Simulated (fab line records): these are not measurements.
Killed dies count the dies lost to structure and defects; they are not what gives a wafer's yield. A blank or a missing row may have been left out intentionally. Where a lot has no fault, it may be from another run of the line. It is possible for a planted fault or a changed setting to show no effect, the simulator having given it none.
fab line records :: flow rit-cmos
record
  lots=14
  wafers=42
  last-day=8
route steps=202 shown SDANNEAL@156 PSD@157 NSD@158 PLDD@159
lots that met no fault: from a run of the same line without faults
start-h: start of the lot's first displayed wafer, in hours after the record's first day :: wait-h: time in hours since the lot's previous step :: " identical to the entry in the row above :: L1.1+2: a row that stands for several wafers :: - value missing, or start not given :: * or withheld: withheld :: < > ~ a bound
route shown NAME@n: names a module that has steps shown in the file, with the first one's number in the route :: usual: mean/standard deviation taken from wafers without a fault :: same: alike in all rows :: chamber/n: place in a boat :: sites: each site's reading :: _std_site: how widely they spread, as a standard deviation :: _edge_site: outer sites' mean less inner sites' :: radius-mm: for every site, how far away it sits from the centre of the wafer :: mask NAME#n: copy n :: behind: tool/chamber where the wafer was last shaped :: hold: why the lot went on hold/how many hours it stayed there/how the hold came to an end :: device: the n, p or np transistor that did not switch :: end of line: tests of these same wafers at the route's end :: step lacking rows: just its recipe :: killed: dies lost to structure and defects at the first sort, not the wafer's yield :: map: the dies of a wafer, with x for killed, . for not killed, _ for no die there
set.NAME: the setting that was run; set.NAME@STEP: the one run at that earlier step :: model.NAME: the simulator's own value behind a step, which no gauge read
a sample of lots followed through the steps of the route, with each step as a table and each wafer as a row
## steps
# step RIT_SDANNEAL_RTA_03
# recipe
  temp-c=1050
  time-s=5
  idle-temp-c=600
  ramp-up-c-per-s=342
  ramp-down-c-per-s=171
  cool-to-c=600
  ambient=N2
# usual
  chamber-o2-ppm=1.995/0.023
  wafer_temp_C_max=1053.5/1.1
lot.wafer: L906.3
tool: rtp-anneal-02
chamber: 0
start-h: 60.60
wait-h: 0.0
chamber-o2-ppm: 2.028
wafer_temp_C_max: 1053.8

lot.wafer: L906.5
tool: rtp-anneal-02
chamber: 0
start-h: 60.60
wait-h: 0.0
chamber-o2-ppm: 2.021
wafer_temp_C_max: 1054.0

lot.wafer: L906.6
tool: rtp-anneal-02
chamber: 0
start-h: 60.60
wait-h: 0.0
chamber-o2-ppm: 2.051
wafer_temp_C_max: 1053.6

lot.wafer: L907.1
tool: rtp-anneal-01
chamber: 0
start-h: 66.23
wait-h: 0.0
chamber-o2-ppm: 1.986
wafer_temp_C_max: 1057.2

lot.wafer: L907.3
tool: rtp-anneal-01
chamber: 0
start-h: 66.23
wait-h: 0.0
chamber-o2-ppm: 1.969
wafer_temp_C_max: 1053.7

lot.wafer: L907.6
tool: rtp-anneal-01
chamber: 0
start-h: 66.23
wait-h: 0.0
chamber-o2-ppm: 1.959
wafer_temp_C_max: 1052.7

lot.wafer: L909.3
tool: rtp-anneal-01
chamber: 0
start-h: 72.81
wait-h: 0.0
chamber-o2-ppm: 1.983
wafer_temp_C_max: 1052.9

lot.wafer: L909.4
tool: rtp-anneal-01
chamber: 0
start-h: 72.81
wait-h: 0.0
chamber-o2-ppm: 1.976
wafer_temp_C_max: 1052.6

lot.wafer: L909.6
tool: rtp-anneal-01
chamber: 0
start-h: 72.81
wait-h: 0.0
chamber-o2-ppm: 1.991
wafer_temp_C_max: 1053.2

lot.wafer: L910.2
tool: rtp-anneal-02
chamber: 0
start-h: 79.35
wait-h: 0.0
chamber-o2-ppm: 1.940
wafer_temp_C_max: 1052.2

lot.wafer: L910.5
tool: rtp-anneal-02
chamber: 0
start-h: 79.35
wait-h: 0.0
chamber-o2-ppm: 1.995
wafer_temp_C_max: 1054.1

lot.wafer: L910.6
tool: rtp-anneal-02
chamber: 0
start-h: 79.35
wait-h: 0.0
chamber-o2-ppm: 1.946
wafer_temp_C_max: 1052.1

lot.wafer: L912.1
tool: rtp-anneal-02
chamber: 0
start-h: 98.09
wait-h: 0.0
chamber-o2-ppm: 1.970
wafer_temp_C_max: 1052.9

lot.wafer: L912.2
tool: rtp-anneal-02
chamber: 0
start-h: 98.09
wait-h: 0.0
chamber-o2-ppm: 2.006
wafer_temp_C_max: 1052.8

lot.wafer: L912.6
tool: rtp-anneal-02
chamber: 0
start-h: 98.09
wait-h: 0.0
chamber-o2-ppm: 1.989
wafer_temp_C_max: 1055.5

lot.wafer: L913.1
tool: rtp-anneal-01
chamber: 0
start-h: 98.34
wait-h: 0.0
chamber-o2-ppm: 1.972
wafer_temp_C_max: 1051.2

lot.wafer: L913.3
tool: rtp-anneal-01
chamber: 0
start-h: 98.34
wait-h: 0.0
chamber-o2-ppm: 2.001
wafer_temp_C_max: 1055.0

lot.wafer: L913.5
tool: rtp-anneal-01
chamber: 0
start-h: 98.34
wait-h: 0.0
chamber-o2-ppm: 1.989
wafer_temp_C_max: 1054.9

lot.wafer: L914.2
tool: rtp-anneal-02
chamber: 0
start-h: 102.95
wait-h: 0.0
chamber-o2-ppm: 1.970
wafer_temp_C_max: 1052.6

lot.wafer: L914.4
tool: rtp-anneal-02
chamber: 0
start-h: 102.95
wait-h: 0.0
chamber-o2-ppm: 1.998
wafer_temp_C_max: 1052.4

lot.wafer: L914.5
tool: rtp-anneal-02
chamber: 0
start-h: 102.95
wait-h: 0.0
chamber-o2-ppm: 1.985
wafer_temp_C_max: 1053.8

lot.wafer: L915.3
tool: rtp-anneal-01
chamber: 0
start-h: 110.26
wait-h: 0.0
chamber-o2-ppm: 1.961
wafer_temp_C_max: 1054.5

lot.wafer: L915.5
tool: rtp-anneal-01
chamber: 0
start-h: 110.26
wait-h: 0.0
chamber-o2-ppm: 1.996
wafer_temp_C_max: 1051.5

lot.wafer: L915.6
tool: rtp-anneal-01
chamber: 0
start-h: 110.26
wait-h: 0.0
chamber-o2-ppm: 1.991
wafer_temp_C_max: 1053.0

lot.wafer: L916.1
tool: rtp-anneal-02
chamber: 0
start-h: 121.67
wait-h: 0.0
chamber-o2-ppm: 2.009
wafer_temp_C_max: 1052.0

lot.wafer: L916.3
tool: rtp-anneal-02
chamber: 0
start-h: 121.67
wait-h: 0.0
chamber-o2-ppm: 2.022
wafer_temp_C_max: 1052.8

lot.wafer: L916.4
tool: rtp-anneal-02
chamber: 0
start-h: 121.67
wait-h: 0.0
chamber-o2-ppm: 1.989
wafer_temp_C_max: 1053.9

lot.wafer: L918.1
tool: rtp-anneal-02
chamber: 0
start-h: 134.15
wait-h: 0.0
chamber-o2-ppm: 2.013
wafer_temp_C_max: 1015.0

lot.wafer: L918.3
tool: rtp-anneal-02
chamber: 0
start-h: 134.15
wait-h: 0.0
chamber-o2-ppm: 2.011
wafer_temp_C_max: 1012.8

lot.wafer: L918.5
tool: rtp-anneal-02
chamber: 0
start-h: 134.15
wait-h: 0.0
chamber-o2-ppm: 2.013
wafer_temp_C_max: 1012.3

lot.wafer: L920.3
tool: rtp-anneal-02
chamber: 0
start-h: 145.04
wait-h: 0.0
chamber-o2-ppm: 1.973
wafer_temp_C_max: 1015.1

lot.wafer: L920.4
tool: rtp-anneal-02
chamber: 0
start-h: 145.04
wait-h: 0.0
chamber-o2-ppm: 1.969
wafer_temp_C_max: 1015.1

lot.wafer: L920.6
tool: rtp-anneal-02
chamber: 0
start-h: 145.04
wait-h: 0.0
chamber-o2-ppm: 1.953
wafer_temp_C_max: 1012.4

lot.wafer: L926.1
tool: rtp-anneal-01
chamber: 0
start-h: 167.23
wait-h: 0.0
chamber-o2-ppm: 2.028
wafer_temp_C_max: 1052.2

lot.wafer: L926.5
tool: rtp-anneal-01
chamber: 0
start-h: 167.23
wait-h: 0.0
chamber-o2-ppm: 2.004
wafer_temp_C_max: 1053.2

lot.wafer: L926.6
tool: rtp-anneal-01
chamber: 0
start-h: 167.23
wait-h: 0.0
chamber-o2-ppm: 2.031
wafer_temp_C_max: 1053.8

lot.wafer: L927.2
tool: rtp-anneal-01
chamber: 0
start-h: 170.15
wait-h: 0.0
chamber-o2-ppm: 1.951
wafer_temp_C_max: 1055.2

lot.wafer: L927.3
tool: rtp-anneal-01
chamber: 0
start-h: 170.15
wait-h: 0.0
chamber-o2-ppm: 1.986
wafer_temp_C_max: 1053.5

lot.wafer: L927.4
tool: rtp-anneal-01
chamber: 0
start-h: 170.15
wait-h: 0.0
chamber-o2-ppm: 1.998
wafer_temp_C_max: 1056.6

lot.wafer: L929.3
tool: rtp-anneal-01
chamber: 0
start-h: 174.49
wait-h: 0.0
chamber-o2-ppm: 1.968
wafer_temp_C_max: 1052.6

lot.wafer: L929.4
tool: rtp-anneal-01
chamber: 0
start-h: 174.49
wait-h: 0.0
chamber-o2-ppm: 1.966
wafer_temp_C_max: 1054.3

lot.wafer: L929.6
tool: rtp-anneal-01
chamber: 0
start-h: 174.49
wait-h: 0.0
chamber-o2-ppm: 1.988
wafer_temp_C_max: 1052.7
# step RIT_SDANNEAL_RS_MEAS_04
# recipe
  thk-meas-gauge=four-point-probe
# usual
  PSD_RS=115.44/0.29
lot.wafer: L906.3
tool: film-metro-01
chamber: -
start-h: 60.72
wait-h: 0.1
PSD_RS[ohm/sq]: 116.04

lot.wafer: L906.5
tool: film-metro-01
chamber: -
start-h: 60.72
wait-h: 0.1
PSD_RS[ohm/sq]: 115.94

lot.wafer: L906.6
tool: film-metro-01
chamber: -
start-h: 60.72
wait-h: 0.1
PSD_RS[ohm/sq]: 115.44

lot.wafer: L907.1
tool: film-metro-02
chamber: -
start-h: 66.29
wait-h: 0.0
PSD_RS[ohm/sq]: 115.55

lot.wafer: L907.3
tool: film-metro-02
chamber: -
start-h: 66.29
wait-h: 0.0
PSD_RS[ohm/sq]: 115.43

lot.wafer: L907.6
tool: film-metro-02
chamber: -
start-h: 66.29
wait-h: 0.0
PSD_RS[ohm/sq]: 115.20

lot.wafer: L909.3
tool: film-metro-02
chamber: -
start-h: 72.89
wait-h: 0.1
PSD_RS[ohm/sq]: 115.37

lot.wafer: L909.4
tool: film-metro-02
chamber: -
start-h: 72.89
wait-h: 0.1
PSD_RS[ohm/sq]: 115.53

lot.wafer: L909.6
tool: film-metro-02
chamber: -
start-h: 72.89
wait-h: 0.1
PSD_RS[ohm/sq]: 115.19

lot.wafer: L910.2
tool: film-metro-02
chamber: -
start-h: 79.42
wait-h: 0.1
PSD_RS[ohm/sq]: 115.61

lot.wafer: L910.5
tool: film-metro-02
chamber: -
start-h: 79.42
wait-h: 0.1
PSD_RS[ohm/sq]: 115.73

lot.wafer: L910.6
tool: film-metro-02
chamber: -
start-h: 79.42
wait-h: 0.1
PSD_RS[ohm/sq]: 115.54

lot.wafer: L912.1
tool: film-metro-04
chamber: -
start-h: 98.15
wait-h: 0.0
PSD_RS[ohm/sq]: 115.28

lot.wafer: L912.2
tool: film-metro-04
chamber: -
start-h: 98.15
wait-h: 0.0
PSD_RS[ohm/sq]: 115.57

lot.wafer: L912.6
tool: film-metro-04
chamber: -
start-h: 98.15
wait-h: 0.0
PSD_RS[ohm/sq]: 115.83

lot.wafer: L913.1
tool: film-metro-01
chamber: -
start-h: 98.39
wait-h: 0.0
PSD_RS[ohm/sq]: 115.71

lot.wafer: L913.3
tool: film-metro-01
chamber: -
start-h: 98.39
wait-h: 0.0
PSD_RS[ohm/sq]: 115.45

lot.wafer: L913.5
tool: film-metro-01
chamber: -
start-h: 98.39
wait-h: 0.0
PSD_RS[ohm/sq]: 115.67

lot.wafer: L914.2
tool: film-metro-04
chamber: -
start-h: 103.02
wait-h: 0.1
PSD_RS[ohm/sq]: 115.34

lot.wafer: L914.4
tool: film-metro-04
chamber: -
start-h: 103.02
wait-h: 0.1
PSD_RS[ohm/sq]: 115.10

lot.wafer: L914.5
tool: film-metro-04
chamber: -
start-h: 103.02
wait-h: 0.1
PSD_RS[ohm/sq]: 115.23

lot.wafer: L915.3
tool: film-metro-02
chamber: -
start-h: 110.33
wait-h: 0.1
PSD_RS[ohm/sq]: 115.47

lot.wafer: L915.5
tool: film-metro-02
chamber: -
start-h: 110.33
wait-h: 0.1
PSD_RS[ohm/sq]: 114.97

lot.wafer: L915.6
tool: film-metro-02
chamber: -
start-h: 110.33
wait-h: 0.1
PSD_RS[ohm/sq]: 115.32

lot.wafer: L916.1
tool: film-metro-01
chamber: -
start-h: 121.73
wait-h: 0.0
PSD_RS[ohm/sq]: 115.27

lot.wafer: L916.3
tool: film-metro-01
chamber: -
start-h: 121.73
wait-h: 0.0
PSD_RS[ohm/sq]: 115.59

lot.wafer: L916.4
tool: film-metro-01
chamber: -
start-h: 121.73
wait-h: 0.0
PSD_RS[ohm/sq]: 115.51

lot.wafer: L918.1
tool: film-metro-02
chamber: -
start-h: 134.21
wait-h: 0.0
PSD_RS[ohm/sq]: 143.68

lot.wafer: L918.3
tool: film-metro-02
chamber: -
start-h: 134.21
wait-h: 0.0
PSD_RS[ohm/sq]: 143.54

lot.wafer: L918.5
tool: film-metro-02
chamber: -
start-h: 134.21
wait-h: 0.0
PSD_RS[ohm/sq]: 144.07

lot.wafer: L920.3
tool: film-metro-02
chamber: -
start-h: 145.12
wait-h: 0.1
PSD_RS[ohm/sq]: 143.80

lot.wafer: L920.4
tool: film-metro-02
chamber: -
start-h: 145.12
wait-h: 0.1
PSD_RS[ohm/sq]: 143.80

lot.wafer: L920.6
tool: film-metro-02
chamber: -
start-h: 145.12
wait-h: 0.1
PSD_RS[ohm/sq]: 144.05

lot.wafer: L926.1
tool: film-metro-02
chamber: -
start-h: 167.29
wait-h: 0.0
PSD_RS[ohm/sq]: 115.86

lot.wafer: L926.5
tool: film-metro-02
chamber: -
start-h: 167.29
wait-h: 0.0
PSD_RS[ohm/sq]: 115.47

lot.wafer: L926.6
tool: film-metro-02
chamber: -
start-h: 167.29
wait-h: 0.0
PSD_RS[ohm/sq]: 115.72

lot.wafer: L927.2
tool: film-metro-02
chamber: -
start-h: 170.21
wait-h: 0.1
PSD_RS[ohm/sq]: 115.34

lot.wafer: L927.3
tool: film-metro-02
chamber: -
start-h: 170.21
wait-h: 0.1
PSD_RS[ohm/sq]: 115.25

lot.wafer: L927.4
tool: film-metro-02
chamber: -
start-h: 170.21
wait-h: 0.1
PSD_RS[ohm/sq]: 115.36

lot.wafer: L929.3
tool: film-metro-01
chamber: -
start-h: 174.56
wait-h: 0.1
PSD_RS[ohm/sq]: 115.77

lot.wafer: L929.4
tool: film-metro-01
chamber: -
start-h: 174.56
wait-h: 0.1
PSD_RS[ohm/sq]: 116.03

lot.wafer: L929.6
tool: film-metro-01
chamber: -
start-h: 174.56
wait-h: 0.1
PSD_RS[ohm/sq]: 115.47
# step RIT_SDANNEAL_RS_MEAS_05
# recipe
  thk-meas-gauge=four-point-probe
# usual
  NSD_RS=84.5/0.3
lot.wafer: L906.3
tool: film-metro-01
chamber: -
start-h: 60.84
wait-h: 0.1
NSD_RS[ohm/sq]: 84.4

lot.wafer: L906.5
tool: film-metro-01
chamber: -
start-h: 60.84
wait-h: 0.1
NSD_RS[ohm/sq]: 84.6

lot.wafer: L906.6
tool: film-metro-01
chamber: -
start-h: 60.84
wait-h: 0.1
NSD_RS[ohm/sq]: 84.4

lot.wafer: L907.1
tool: film-metro-02
chamber: -
start-h: 66.41
wait-h: 0.1
NSD_RS[ohm/sq]: 84.9

lot.wafer: L907.3
tool: film-metro-02
chamber: -
start-h: 66.41
wait-h: 0.1
NSD_RS[ohm/sq]: 84.7

lot.wafer: L907.6
tool: film-metro-02
chamber: -
start-h: 66.41
wait-h: 0.1
NSD_RS[ohm/sq]: 84.8

lot.wafer: L909.3
tool: film-metro-02
chamber: -
start-h: 73.01
wait-h: 0.1
NSD_RS[ohm/sq]: 84.8

lot.wafer: L909.4
tool: film-metro-02
chamber: -
start-h: 73.01
wait-h: 0.1
NSD_RS[ohm/sq]: 84.8

lot.wafer: L909.6
tool: film-metro-02
chamber: -
start-h: 73.01
wait-h: 0.1
NSD_RS[ohm/sq]: 84.9

lot.wafer: L910.2
tool: film-metro-02
chamber: -
start-h: 79.54
wait-h: 0.1
NSD_RS[ohm/sq]: 84.8

lot.wafer: L910.5
tool: film-metro-02
chamber: -
start-h: 79.54
wait-h: 0.1
NSD_RS[ohm/sq]: 84.8

lot.wafer: L910.6
tool: film-metro-02
chamber: -
start-h: 79.54
wait-h: 0.1
NSD_RS[ohm/sq]: 84.7

lot.wafer: L912.1
tool: film-metro-04
chamber: -
start-h: 98.27
wait-h: 0.1
NSD_RS[ohm/sq]: 84.5

lot.wafer: L912.2
tool: film-metro-04
chamber: -
start-h: 98.27
wait-h: 0.1
NSD_RS[ohm/sq]: 84.4

lot.wafer: L912.6
tool: film-metro-04
chamber: -
start-h: 98.27
wait-h: 0.1
NSD_RS[ohm/sq]: 84.5

lot.wafer: L913.1
tool: film-metro-01
chamber: -
start-h: 98.51
wait-h: 0.1
NSD_RS[ohm/sq]: 84.7

lot.wafer: L913.3
tool: film-metro-01
chamber: -
start-h: 98.51
wait-h: 0.1
NSD_RS[ohm/sq]: 84.7

lot.wafer: L913.5
tool: film-metro-01
chamber: -
start-h: 98.51
wait-h: 0.1
NSD_RS[ohm/sq]: 84.7

lot.wafer: L914.2
tool: film-metro-04
chamber: -
start-h: 103.14
wait-h: 0.1
NSD_RS[ohm/sq]: 84.5

lot.wafer: L914.4
tool: film-metro-04
chamber: -
start-h: 103.14
wait-h: 0.1
NSD_RS[ohm/sq]: 84.5

lot.wafer: L914.5
tool: film-metro-04
chamber: -
start-h: 103.14
wait-h: 0.1
NSD_RS[ohm/sq]: 84.2

lot.wafer: L915.3
tool: film-metro-02
chamber: -
start-h: 110.45
wait-h: 0.1
NSD_RS[ohm/sq]: 85.0

lot.wafer: L915.5
tool: film-metro-02
chamber: -
start-h: 110.45
wait-h: 0.1
NSD_RS[ohm/sq]: 84.6

lot.wafer: L915.6
tool: film-metro-02
chamber: -
start-h: 110.45
wait-h: 0.1
NSD_RS[ohm/sq]: 84.9

lot.wafer: L916.1
tool: film-metro-01
chamber: -
start-h: 121.85
wait-h: 0.1
NSD_RS[ohm/sq]: 84.1

lot.wafer: L916.3
tool: film-metro-01
chamber: -
start-h: 121.85
wait-h: 0.1
NSD_RS[ohm/sq]: 84.1

lot.wafer: L916.4
tool: film-metro-01
chamber: -
start-h: 121.85
wait-h: 0.1
NSD_RS[ohm/sq]: 84.2

lot.wafer: L918.1
tool: film-metro-02
chamber: -
start-h: 134.33
wait-h: 0.1
NSD_RS[ohm/sq]: 85.7

lot.wafer: L918.3
tool: film-metro-02
chamber: -
start-h: 134.33
wait-h: 0.1
NSD_RS[ohm/sq]: 85.5

lot.wafer: L918.5
tool: film-metro-02
chamber: -
start-h: 134.33
wait-h: 0.1
NSD_RS[ohm/sq]: 85.8

lot.wafer: L920.3
tool: film-metro-02
chamber: -
start-h: 145.24
wait-h: 0.1
NSD_RS[ohm/sq]: 85.9

lot.wafer: L920.4
tool: film-metro-02
chamber: -
start-h: 145.24
wait-h: 0.1
NSD_RS[ohm/sq]: 85.9

lot.wafer: L920.6
tool: film-metro-02
chamber: -
start-h: 145.24
wait-h: 0.1
NSD_RS[ohm/sq]: 86.1

lot.wafer: L926.1
tool: film-metro-02
chamber: -
start-h: 167.41
wait-h: 0.1
NSD_RS[ohm/sq]: 84.5

lot.wafer: L926.5
tool: film-metro-02
chamber: -
start-h: 167.41
wait-h: 0.1
NSD_RS[ohm/sq]: 84.6

lot.wafer: L926.6
tool: film-metro-02
chamber: -
start-h: 167.41
wait-h: 0.1
NSD_RS[ohm/sq]: 84.9

lot.wafer: L927.2
tool: film-metro-02
chamber: -
start-h: 170.33
wait-h: 0.1
NSD_RS[ohm/sq]: 84.9

lot.wafer: L927.3
tool: film-metro-02
chamber: -
start-h: 170.33
wait-h: 0.1
NSD_RS[ohm/sq]: 84.7

lot.wafer: L927.4
tool: film-metro-02
chamber: -
start-h: 170.33
wait-h: 0.1
NSD_RS[ohm/sq]: 84.8

lot.wafer: L929.3
tool: film-metro-01
chamber: -
start-h: 174.68
wait-h: 0.1
NSD_RS[ohm/sq]: 84.6

lot.wafer: L929.4
tool: film-metro-01
chamber: -
start-h: 174.68
wait-h: 0.1
NSD_RS[ohm/sq]: 84.6

lot.wafer: L929.6
tool: film-metro-01
chamber: -
start-h: 174.68
wait-h: 0.1
NSD_RS[ohm/sq]: 84.3
# step RIT_SDANNEAL_RS_MEAS_06
# recipe
  thk-meas-gauge=four-point-probe
# usual
  PLDD_RS=179.6/0.48
lot.wafer: L906.3
tool: film-metro-01
chamber: -
start-h: 60.96
wait-h: 0.1
PLDD_RS[ohm/sq]: 180.0

lot.wafer: L906.5
tool: film-metro-01
chamber: -
start-h: 60.96
wait-h: 0.1
PLDD_RS[ohm/sq]: 179.2

lot.wafer: L906.6
tool: film-metro-01
chamber: -
start-h: 60.96
wait-h: 0.1
PLDD_RS[ohm/sq]: 179.1

lot.wafer: L907.1
tool: film-metro-02
chamber: -
start-h: 66.53
wait-h: 0.1
PLDD_RS[ohm/sq]: 179.8

lot.wafer: L907.3
tool: film-metro-02
chamber: -
start-h: 66.53
wait-h: 0.1
PLDD_RS[ohm/sq]: 179.4

lot.wafer: L907.6
tool: film-metro-02
chamber: -
start-h: 66.53
wait-h: 0.1
PLDD_RS[ohm/sq]: 179.7

lot.wafer: L909.3
tool: film-metro-02
chamber: -
start-h: 73.13
wait-h: 0.1
PLDD_RS[ohm/sq]: 179.4

lot.wafer: L909.4
tool: film-metro-02
chamber: -
start-h: 73.13
wait-h: 0.1
PLDD_RS[ohm/sq]: 179.0

lot.wafer: L909.6
tool: film-metro-02
chamber: -
start-h: 73.13
wait-h: 0.1
PLDD_RS[ohm/sq]: 179.1

lot.wafer: L910.2
tool: film-metro-02
chamber: -
start-h: 79.66
wait-h: 0.1
PLDD_RS[ohm/sq]: 180.1

lot.wafer: L910.5
tool: film-metro-02
chamber: -
start-h: 79.66
wait-h: 0.1
PLDD_RS[ohm/sq]: 180.1

lot.wafer: L910.6
tool: film-metro-02
chamber: -
start-h: 79.66
wait-h: 0.1
PLDD_RS[ohm/sq]: 180.5

lot.wafer: L912.1
tool: film-metro-04
chamber: -
start-h: 98.39
wait-h: 0.1
PLDD_RS[ohm/sq]: 179.7

lot.wafer: L912.2
tool: film-metro-04
chamber: -
start-h: 98.39
wait-h: 0.1
PLDD_RS[ohm/sq]: 179.7

lot.wafer: L912.6
tool: film-metro-04
chamber: -
start-h: 98.39
wait-h: 0.1
PLDD_RS[ohm/sq]: 179.6

lot.wafer: L913.1
tool: film-metro-01
chamber: -
start-h: 98.63
wait-h: 0.1
PLDD_RS[ohm/sq]: 180.4

lot.wafer: L913.3
tool: film-metro-01
chamber: -
start-h: 98.63
wait-h: 0.1
PLDD_RS[ohm/sq]: 180.0

lot.wafer: L913.5
tool: film-metro-01
chamber: -
start-h: 98.63
wait-h: 0.1
PLDD_RS[ohm/sq]: 180.0

lot.wafer: L914.2
tool: film-metro-04
chamber: -
start-h: 103.26
wait-h: 0.1
PLDD_RS[ohm/sq]: 179.9

lot.wafer: L914.4
tool: film-metro-04
chamber: -
start-h: 103.26
wait-h: 0.1
PLDD_RS[ohm/sq]: 178.9

lot.wafer: L914.5
tool: film-metro-04
chamber: -
start-h: 103.26
wait-h: 0.1
PLDD_RS[ohm/sq]: 178.7

lot.wafer: L915.3
tool: film-metro-02
chamber: -
start-h: 110.57
wait-h: 0.1
PLDD_RS[ohm/sq]: 179.9

lot.wafer: L915.5
tool: film-metro-02
chamber: -
start-h: 110.57
wait-h: 0.1
PLDD_RS[ohm/sq]: 179.8

lot.wafer: L915.6
tool: film-metro-02
chamber: -
start-h: 110.57
wait-h: 0.1
PLDD_RS[ohm/sq]: 179.4

lot.wafer: L916.1
tool: film-metro-01
chamber: -
start-h: 121.97
wait-h: 0.1
PLDD_RS[ohm/sq]: 179.6

lot.wafer: L916.3
tool: film-metro-01
chamber: -
start-h: 121.97
wait-h: 0.1
PLDD_RS[ohm/sq]: 180.4

lot.wafer: L916.4
tool: film-metro-01
chamber: -
start-h: 121.97
wait-h: 0.1
PLDD_RS[ohm/sq]: 179.5

lot.wafer: L918.1
tool: film-metro-02
chamber: -
start-h: 134.45
wait-h: 0.1
PLDD_RS[ohm/sq]: 216.2

lot.wafer: L918.3
tool: film-metro-02
chamber: -
start-h: 134.45
wait-h: 0.1
PLDD_RS[ohm/sq]: 216.3

lot.wafer: L918.5
tool: film-metro-02
chamber: -
start-h: 134.45
wait-h: 0.1
PLDD_RS[ohm/sq]: 216.3

lot.wafer: L920.3
tool: film-metro-02
chamber: -
start-h: 145.36
wait-h: 0.1
PLDD_RS[ohm/sq]: 216.9

lot.wafer: L920.4
tool: film-metro-02
chamber: -
start-h: 145.36
wait-h: 0.1
PLDD_RS[ohm/sq]: 216.1

lot.wafer: L920.6
tool: film-metro-02
chamber: -
start-h: 145.36
wait-h: 0.1
PLDD_RS[ohm/sq]: 217.2

lot.wafer: L926.1
tool: film-metro-02
chamber: -
start-h: 167.53
wait-h: 0.1
PLDD_RS[ohm/sq]: 179.4

lot.wafer: L926.5
tool: film-metro-02
chamber: -
start-h: 167.53
wait-h: 0.1
PLDD_RS[ohm/sq]: 179.3

lot.wafer: L926.6
tool: film-metro-02
chamber: -
start-h: 167.53
wait-h: 0.1
PLDD_RS[ohm/sq]: 179.1

lot.wafer: L927.2
tool: film-metro-02
chamber: -
start-h: 170.45
wait-h: 0.1
PLDD_RS[ohm/sq]: 179.0

lot.wafer: L927.3
tool: film-metro-02
chamber: -
start-h: 170.45
wait-h: 0.1
PLDD_RS[ohm/sq]: 179.5

lot.wafer: L927.4
tool: film-metro-02
chamber: -
start-h: 170.45
wait-h: 0.1
PLDD_RS[ohm/sq]: 178.9

lot.wafer: L929.3
tool: film-metro-01
chamber: -
start-h: 174.80
wait-h: 0.1
PLDD_RS[ohm/sq]: 179.5

lot.wafer: L929.4
tool: film-metro-01
chamber: -
start-h: 174.80
wait-h: 0.1
PLDD_RS[ohm/sq]: 179.0

lot.wafer: L929.6
tool: film-metro-01
chamber: -
start-h: 174.80
wait-h: 0.1
PLDD_RS[ohm/sq]: 179.5
## key
first-sign
  step=RIT_SDANNEAL_RTA_03
  reading=wafer_temp_C_max
  direction=down
  sigmas=37
  usual=*
  struck=*
effect
  step=RIT_SDANNEAL_RS_MEAS_04
  reading=PSD_RS
  direction=up
  sigmas=98
  usual=115.44
  struck=143.82
effect
  step=RIT_SDANNEAL_RS_MEAS_05
  reading=NSD_RS
  direction=up
  sigmas=4.2
  usual=84.5
  struck=85.8
effect
  step=RIT_SDANNEAL_RS_MEAS_06
  reading=PLDD_RS
  direction=up
  sigmas=77
  usual=179.6
  struck=216.5
met-at RIT_SDANNEAL_RTA_03
struck-lots L918,L920
tester-left-out L918,L920
onset-between 121.67 134.15
fault
  kind=process-parameter-drift
  tool=rtp-anneal-02
  chamber=-
  onset-h=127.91
  steps=RIT_SDANNEAL_RTA_03
  channel=temp-c
  offset=*
  shape=step
  end-h=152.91
  acts-in=*
  stated=*
# tester-left-out: of these lots the tester's yield and bins aren't shown, on N5 and GAA mostly nor the transistor test; their killed dies are dies lost to structure and defects alone, not to doping, threshold or leakage, so they don't give the yield
